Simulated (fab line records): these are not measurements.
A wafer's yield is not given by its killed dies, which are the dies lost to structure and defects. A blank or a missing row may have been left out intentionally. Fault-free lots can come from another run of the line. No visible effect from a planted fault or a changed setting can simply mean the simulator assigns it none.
A sampling plan put to the test :: flow rit_cmos :: 33 faults told of in these records, all on one fab line, each judged by the records of the lots it struck
What counts as the plan is the set of the line's own looks, namely the steps on the route at which a gauge or an inspection reads a wafer and does not change it. Where struck wafers have a number at a look and the file lists that look's usual mean and standard deviation on fault-free wafers, the look can be judged. Caught: 4 or more of those standard deviations (sigma) separate the usual mean from the mean of the struck wafers at a look after the fault's first step. On the tool: here the same test is run on the tool's own readings at the fault's steps. Caught also covers a different recipe on the struck wafers, or a record left blank for those wafers only.

THE FAULTS, as the simulator had put them in
1. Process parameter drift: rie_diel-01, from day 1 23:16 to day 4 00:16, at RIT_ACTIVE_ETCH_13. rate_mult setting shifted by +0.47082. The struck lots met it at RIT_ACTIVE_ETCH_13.
2. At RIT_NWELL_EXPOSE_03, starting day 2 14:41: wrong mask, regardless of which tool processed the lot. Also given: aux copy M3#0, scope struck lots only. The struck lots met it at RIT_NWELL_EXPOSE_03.
3. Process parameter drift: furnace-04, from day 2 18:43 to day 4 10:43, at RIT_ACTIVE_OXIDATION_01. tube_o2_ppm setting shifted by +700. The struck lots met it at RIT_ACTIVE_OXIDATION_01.
4. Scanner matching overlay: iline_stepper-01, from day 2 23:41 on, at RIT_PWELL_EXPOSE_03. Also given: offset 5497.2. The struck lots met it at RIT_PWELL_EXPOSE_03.
5. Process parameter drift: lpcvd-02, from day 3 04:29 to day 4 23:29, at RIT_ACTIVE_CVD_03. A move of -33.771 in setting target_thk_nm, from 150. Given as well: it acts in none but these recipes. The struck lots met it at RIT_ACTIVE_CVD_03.
6. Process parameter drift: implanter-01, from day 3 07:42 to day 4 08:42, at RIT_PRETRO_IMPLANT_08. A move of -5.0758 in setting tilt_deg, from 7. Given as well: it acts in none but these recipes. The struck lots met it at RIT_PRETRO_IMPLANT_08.
7. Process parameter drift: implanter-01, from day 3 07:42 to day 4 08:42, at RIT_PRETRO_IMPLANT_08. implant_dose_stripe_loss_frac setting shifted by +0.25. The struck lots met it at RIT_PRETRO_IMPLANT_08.
8. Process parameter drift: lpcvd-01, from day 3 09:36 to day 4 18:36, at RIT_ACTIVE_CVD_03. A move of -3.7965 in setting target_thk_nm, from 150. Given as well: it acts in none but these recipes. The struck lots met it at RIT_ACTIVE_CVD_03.
9. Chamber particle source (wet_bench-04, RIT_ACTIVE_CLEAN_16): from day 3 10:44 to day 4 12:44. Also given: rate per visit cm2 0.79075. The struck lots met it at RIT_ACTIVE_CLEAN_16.
10. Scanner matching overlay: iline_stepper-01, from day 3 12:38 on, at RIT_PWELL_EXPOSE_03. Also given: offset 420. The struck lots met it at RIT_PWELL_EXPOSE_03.
11. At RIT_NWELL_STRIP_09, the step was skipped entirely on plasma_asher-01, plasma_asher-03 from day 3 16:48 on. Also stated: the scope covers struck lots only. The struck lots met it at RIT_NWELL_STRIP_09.
12. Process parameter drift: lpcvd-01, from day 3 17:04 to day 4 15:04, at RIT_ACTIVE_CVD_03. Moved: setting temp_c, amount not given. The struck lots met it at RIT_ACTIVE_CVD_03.
13. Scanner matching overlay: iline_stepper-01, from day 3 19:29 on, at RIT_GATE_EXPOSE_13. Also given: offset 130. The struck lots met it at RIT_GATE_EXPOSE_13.
14. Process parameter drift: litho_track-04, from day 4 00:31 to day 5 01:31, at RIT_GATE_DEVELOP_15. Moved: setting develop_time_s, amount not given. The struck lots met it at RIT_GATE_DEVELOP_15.
15. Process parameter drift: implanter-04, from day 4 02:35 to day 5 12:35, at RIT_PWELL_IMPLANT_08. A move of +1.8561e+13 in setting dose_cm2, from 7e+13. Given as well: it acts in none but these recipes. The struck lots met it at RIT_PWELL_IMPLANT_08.
16. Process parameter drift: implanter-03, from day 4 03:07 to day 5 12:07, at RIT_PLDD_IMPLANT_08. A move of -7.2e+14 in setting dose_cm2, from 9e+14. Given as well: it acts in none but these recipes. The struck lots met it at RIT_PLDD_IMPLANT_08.
17. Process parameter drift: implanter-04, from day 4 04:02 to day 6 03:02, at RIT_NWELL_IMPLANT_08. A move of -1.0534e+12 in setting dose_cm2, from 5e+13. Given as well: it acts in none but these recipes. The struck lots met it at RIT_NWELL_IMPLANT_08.
18. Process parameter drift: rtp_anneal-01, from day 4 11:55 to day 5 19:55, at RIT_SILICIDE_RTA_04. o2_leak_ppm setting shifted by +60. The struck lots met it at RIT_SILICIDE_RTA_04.
19. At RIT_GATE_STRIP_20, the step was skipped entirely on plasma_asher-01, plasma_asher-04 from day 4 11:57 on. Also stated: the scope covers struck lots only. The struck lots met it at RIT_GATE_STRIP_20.
20. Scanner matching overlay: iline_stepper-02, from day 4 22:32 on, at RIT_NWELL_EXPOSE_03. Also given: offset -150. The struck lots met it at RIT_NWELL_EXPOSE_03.
21. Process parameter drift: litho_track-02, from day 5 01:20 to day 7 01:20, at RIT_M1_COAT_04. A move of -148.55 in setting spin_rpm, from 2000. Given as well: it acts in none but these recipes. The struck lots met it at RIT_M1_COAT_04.
22. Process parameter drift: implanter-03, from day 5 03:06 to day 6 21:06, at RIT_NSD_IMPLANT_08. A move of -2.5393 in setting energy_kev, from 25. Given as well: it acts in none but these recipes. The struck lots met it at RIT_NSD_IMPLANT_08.
23. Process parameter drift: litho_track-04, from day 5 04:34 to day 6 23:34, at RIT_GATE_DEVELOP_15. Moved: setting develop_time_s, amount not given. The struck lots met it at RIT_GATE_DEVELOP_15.
24. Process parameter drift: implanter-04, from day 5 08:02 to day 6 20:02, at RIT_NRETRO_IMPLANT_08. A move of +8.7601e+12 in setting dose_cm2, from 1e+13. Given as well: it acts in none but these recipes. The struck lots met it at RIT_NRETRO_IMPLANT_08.
25. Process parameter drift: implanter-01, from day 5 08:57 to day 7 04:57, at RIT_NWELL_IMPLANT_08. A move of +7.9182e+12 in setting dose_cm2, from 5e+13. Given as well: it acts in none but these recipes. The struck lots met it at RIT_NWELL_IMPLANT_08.
26. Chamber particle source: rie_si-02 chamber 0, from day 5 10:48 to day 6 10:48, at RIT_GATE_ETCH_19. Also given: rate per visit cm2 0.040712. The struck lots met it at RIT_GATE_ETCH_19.
27. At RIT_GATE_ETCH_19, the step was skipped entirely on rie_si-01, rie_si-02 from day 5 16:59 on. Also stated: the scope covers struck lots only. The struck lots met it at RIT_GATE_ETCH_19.
28. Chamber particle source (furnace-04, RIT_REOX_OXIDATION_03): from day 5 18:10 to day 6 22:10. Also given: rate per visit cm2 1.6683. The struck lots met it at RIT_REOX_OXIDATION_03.
29. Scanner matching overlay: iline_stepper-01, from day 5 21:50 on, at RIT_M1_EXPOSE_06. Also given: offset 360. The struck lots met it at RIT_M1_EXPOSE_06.
30. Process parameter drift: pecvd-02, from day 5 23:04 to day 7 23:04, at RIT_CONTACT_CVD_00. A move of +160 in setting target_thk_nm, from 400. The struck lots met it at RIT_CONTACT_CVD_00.
31. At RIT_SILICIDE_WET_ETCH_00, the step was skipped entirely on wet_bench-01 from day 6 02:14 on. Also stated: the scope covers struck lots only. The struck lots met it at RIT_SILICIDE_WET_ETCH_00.
32. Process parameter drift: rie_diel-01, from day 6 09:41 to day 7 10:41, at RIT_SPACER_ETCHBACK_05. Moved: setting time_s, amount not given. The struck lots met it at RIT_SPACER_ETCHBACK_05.
33. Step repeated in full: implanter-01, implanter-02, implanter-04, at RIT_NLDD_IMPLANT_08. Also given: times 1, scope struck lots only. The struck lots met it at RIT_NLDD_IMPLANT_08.

WHAT THE PLAN SAW
fault: 1
on the tool itself: under 2 sigma
first look that catches it: no look after it can be judged
reading, sigma: -
median hours from its first step to that look: -
hours from the fault's start to the first struck lot there: -
judged looks passed uncaught: 0

fault: 2
on the tool itself: no reading that can be judged
first look that catches it: RIT_NWELL_TW_MEAS_10
reading, sigma: NWELL_TW -99 or beyond
median hours from its first step to that look: 1.0
hours from the fault's start to the first struck lot there: 4
judged looks passed uncaught: 0

fault: 3
on the tool itself: no reading that can be judged
first look that catches it: not the one look that can be judged after it
reading, sigma: strongest: ACTIVE_OXIDE_THK at RIT_ACTIVE_THK_MEAS_02, +3.8
median hours from its first step to that look: -
hours from the fault's start to the first struck lot there: -
judged looks passed uncaught: 1

fault: 4
on the tool itself: under 2 sigma
first look that catches it: none of the 2 looks that can be judged after it
reading, sigma: -
median hours from its first step to that look: -
hours from the fault's start to the first struck lot there: -
judged looks passed uncaught: 2

fault: 5
on the tool itself: no reading that can be judged
first look that catches it: RIT_ACTIVE_THK_MEAS_04
reading, sigma: ACTIVE_NITRIDE_THK -21
median hours from its first step to that look: 1.4
hours from the fault's start to the first struck lot there: 7
judged looks passed uncaught: 0

fault: 6
on the tool itself: tilt_deg -99 or beyond sigma
first look that catches it: none of the 2 looks that can be judged after it
reading, sigma: strongest: PRETRO_TW at RIT_PRETRO_TW_MEAS_10, -3.3
median hours from its first step to that look: -
hours from the fault's start to the first struck lot there: -
judged looks passed uncaught: 2

fault: 7
on the tool itself: no reading that can be judged
first look that catches it: none of the 4 looks that can be judged after it
reading, sigma: strongest: PRETRO_TW at RIT_PRETRO_TW_MEAS_10, -3.8
median hours from its first step to that look: -
hours from the fault's start to the first struck lot there: -
judged looks passed uncaught: 4

fault: 8
on the tool itself: under 2 sigma
first look that catches it: none of the 2 looks that can be judged after it
reading, sigma: strongest: ACTIVE_NITRIDE_THK at RIT_ACTIVE_THK_MEAS_04, -3.4
median hours from its first step to that look: -
hours from the fault's start to the first struck lot there: -
judged looks passed uncaught: 2

fault: 9
on the tool itself: no reading that can be judged
first look that catches it: none of the 6 looks that can be judged after it
reading, sigma: -
median hours from its first step to that look: -
hours from the fault's start to the first struck lot there: -
judged looks passed uncaught: 6

fault: 10
on the tool itself: under 2 sigma
first look that catches it: RIT_PWELL_OVL_MEAS_06
reading, sigma: PWELL_OVL +99 or beyond
median hours from its first step to that look: 0.4
hours from the fault's start to the first struck lot there: 3
judged looks passed uncaught: 0

fault: 11
on the tool itself: the tool's record is blank for the struck wafers
first look that catches it: RIT_PWELL_TW_MEAS_10
reading, sigma: PWELL_TW -99 or beyond
median hours from its first step to that look: 1.8
hours from the fault's start to the first struck lot there: 4
judged looks passed uncaught: 0

fault: 12
on the tool itself: susceptor_temp_C +99 or beyond sigma
first look that catches it: RIT_ACTIVE_THK_MEAS_04
reading, sigma: ACTIVE_NITRIDE_THK +63
median hours from its first step to that look: 1.4
hours from the fault's start to the first struck lot there: 4
judged looks passed uncaught: 0

fault: 13
on the tool itself: no reading that can be judged
first look that catches it: RIT_GATE_OVL_MEAS_17
reading, sigma: GATE_OVL +92
median hours from its first step to that look: 0.6
hours from the fault's start to the first struck lot there: 4
judged looks passed uncaught: 0

fault: 14
on the tool itself: no reading that can be judged
first look that catches it: no look after it can be judged
reading, sigma: -
median hours from its first step to that look: -
hours from the fault's start to the first struck lot there: -
judged looks passed uncaught: 0

fault: 15
on the tool itself: dose_ions_cm2 +99 or beyond sigma
first look that catches it: RIT_PWELL_TW_MEAS_10
reading, sigma: PWELL_TW +9.3
median hours from its first step to that look: 0.3
hours from the fault's start to the first struck lot there: 6
judged looks passed uncaught: 0

fault: 16
on the tool itself: dose_ions_cm2 -99 or beyond sigma
first look that catches it: RIT_PLDD_TW_MEAS_10
reading, sigma: PLDD_TW -34
median hours from its first step to that look: 0.3
hours from the fault's start to the first struck lot there: 4
judged looks passed uncaught: 0

fault: 17
on the tool itself: dose_ions_cm2 -20 sigma
first look that catches it: RIT_WELLDRIVE_RS_MEAS_01
reading, sigma: NWELL_RS +4.7
median hours from its first step to that look: 7.4
hours from the fault's start to the first struck lot there: 11
judged looks passed uncaught: 0

fault: 18
on the tool itself: chamber_o2_ppm +99 or beyond sigma
first look that catches it: no look after it can be judged
reading, sigma: -
median hours from its first step to that look: -
hours from the fault's start to the first struck lot there: -
judged looks passed uncaught: 0

fault: 19
on the tool itself: the tool's record is blank for the struck wafers
first look that catches it: no look after it can be judged
reading, sigma: -
median hours from its first step to that look: -
hours from the fault's start to the first struck lot there: -
judged looks passed uncaught: 0

fault: 20
on the tool itself: under 2 sigma
first look that catches it: RIT_NWELL_OVL_MEAS_06
reading, sigma: NWELL_OVL -99 or beyond
median hours from its first step to that look: 0.4
hours from the fault's start to the first struck lot there: 3
judged looks passed uncaught: 0

fault: 21
on the tool itself: spin_speed_rpm -99 or beyond sigma
first look that catches it: none of the 2 looks that can be judged after it
reading, sigma: -
median hours from its first step to that look: -
hours from the fault's start to the first struck lot there: -
judged looks passed uncaught: 2

fault: 22
on the tool itself: beam_energy_keV -99 or beyond sigma
first look that catches it: not the one look that can be judged after it
reading, sigma: strongest: NSD_RS at RIT_SDANNEAL_RS_MEAS_05, +3.6
median hours from its first step to that look: -
hours from the fault's start to the first struck lot there: -
judged looks passed uncaught: 1

fault: 23
on the tool itself: no reading that can be judged
first look that catches it: not the one look that can be judged after it
reading, sigma: strongest: cd_nm at RIT_GATE_CD_MEAS_16, -3.8
median hours from its first step to that look: -
hours from the fault's start to the first struck lot there: -
judged looks passed uncaught: 1

fault: 24
on the tool itself: dose_ions_cm2 +99 or beyond sigma
first look that catches it: RIT_NRETRO_TW_MEAS_10
reading, sigma: NRETRO_TW +22
median hours from its first step to that look: 0.3
hours from the fault's start to the first struck lot there: 3
judged looks passed uncaught: 0

fault: 25
on the tool itself: dose_ions_cm2 +99 or beyond sigma
first look that catches it: RIT_NWELL_TW_MEAS_10
reading, sigma: NWELL_TW +7.1
median hours from its first step to that look: 0.3
hours from the fault's start to the first struck lot there: 4
judged looks passed uncaught: 0

fault: 26
on the tool itself: under 2 sigma
first look that catches it: no look after it can be judged
reading, sigma: -
median hours from its first step to that look: -
hours from the fault's start to the first struck lot there: -
judged looks passed uncaught: 0

fault: 27
on the tool itself: the tool's record is blank for the struck wafers
first look that catches it: no look after it can be judged
reading, sigma: -
median hours from its first step to that look: -
hours from the fault's start to the first struck lot there: -
judged looks passed uncaught: 0

fault: 28
on the tool itself: under 2 sigma
first look that catches it: none of the 2 looks that can be judged after it
reading, sigma: -
median hours from its first step to that look: -
hours from the fault's start to the first struck lot there: -
judged looks passed uncaught: 2

fault: 29
on the tool itself: no reading that can be judged
first look that catches it: RIT_M1_OVL_MEAS_10
reading, sigma: M1_OVL +99 or beyond
median hours from its first step to that look: 0.5
hours from the fault's start to the first struck lot there: 3
judged looks passed uncaught: 0

fault: 30
on the tool itself: under 2 sigma
first look that catches it: RIT_CONTACT_THK_MEAS_01
reading, sigma: CONTACT_TEOS_THK +22
median hours from its first step to that look: 0.1
hours from the fault's start to the first struck lot there: 7
judged looks passed uncaught: 0

fault: 31
on the tool itself: the tool's record is blank for the struck wafers
first look that catches it: no look after it can be judged
reading, sigma: -
median hours from its first step to that look: -
hours from the fault's start to the first struck lot there: -
judged looks passed uncaught: 0

fault: 32
on the tool itself: run_length_s +99 or beyond sigma
first look that catches it: none of the 7 looks that can be judged after it
reading, sigma: -
median hours from its first step to that look: -
hours from the fault's start to the first struck lot there: -
judged looks passed uncaught: 7

fault: 33
on the tool itself: under 2 sigma
first look that catches it: RIT_NLDD_TW_MEAS_10
reading, sigma: NLDD_TW +17
median hours from its first step to that look: 0.6
hours from the fault's start to the first struck lot there: -
judged looks passed uncaught: 0
A dash: the fault isn't caught, or these records don't give the number.

Caught at a look: 15 of 33. Caught on the tool: 15 of 33. By one or the other: 23 of 33.
On the tool alone, faults 6, 18, 19, 21, 22, 27, 31, 32 were caught.
Caught at a look alone: faults 2, 5, 10, 13, 20, 29, 30, 33.
Caught by neither: faults 1, 3, 4, 7, 8, 9, 14, 23, 26, 28.

THINNER SAMPLING
In the worst case, this is how late the first struck lot would be measured if the look that catches a fault measured only every second or every third lot, by lot number:
fault: 2
struck lots at that look, in order of time: L733
every lot: 4 h
every second lot: may miss it
every third lot: may miss it

fault: 5
struck lots at that look, in order of time: L933, L937
every lot: 7 h
every second lot: may miss all 2
every third lot: may miss all 2

fault: 10
struck lots at that look, in order of time: L539, L541, L545
every lot: 3 h
every second lot: may miss all 3
every third lot: may miss all 3

fault: 11
struck lots at that look, in order of time: L782, L783, L784
every lot: 4 h
every second lot: 10 h
every third lot: 16 h

fault: 12
struck lots at that look, in order of time: L994, L995
every lot: 4 h
every second lot: 9 h
every third lot: may miss all 2

fault: 13
struck lots at that look, in order of time: L392, L393, L396
every lot: 4 h
every second lot: 7 h
every third lot: may miss all 3

fault: 15
struck lots at that look, in order of time: L770, L771
every lot: 6 h
every second lot: 12 h
every third lot: may miss all 2

fault: 16
struck lots at that look, in order of time: L185, L186
every lot: 4 h
every second lot: 7 h
every third lot: may miss all 2

fault: 17
struck lots at that look, in order of time: L418, L420
every lot: 11 h
every second lot: may miss all 2
every third lot: may miss all 2

fault: 20
struck lots at that look, in order of time: L852, L853, L855, L857
every lot: 3 h
every second lot: 6 h
every third lot: 27 h

fault: 24
struck lots at that look, in order of time: L100, L105
every lot: 3 h
every second lot: 26 h
every third lot: may miss all 2

fault: 25
struck lots at that look, in order of time: L694, L695
every lot: 4 h
every second lot: 10 h
every third lot: may miss all 2

fault: 29
struck lots at that look, in order of time: L992, L993, L995
every lot: 3 h
every second lot: 5 h
every third lot: may miss all 3

fault: 30
struck lots at that look, in order of time: L369, L372
every lot: 7 h
every second lot: 22 h
every third lot: may miss all 2
Hours: fault start to first struck lot measured. 4 sigma limit: tested on the pooled struck wafers, so a lone lot may be under it. Other struck lots may not be in these records.

THE LONGEST TIMED WAY FROM STEP TO LOOK
For fault 17, RIT_NWELL_IMPLANT_08 and RIT_WELLDRIVE_RS_MEAS_01 are separated by a median of 7.4 hours. No look between them can be judged.
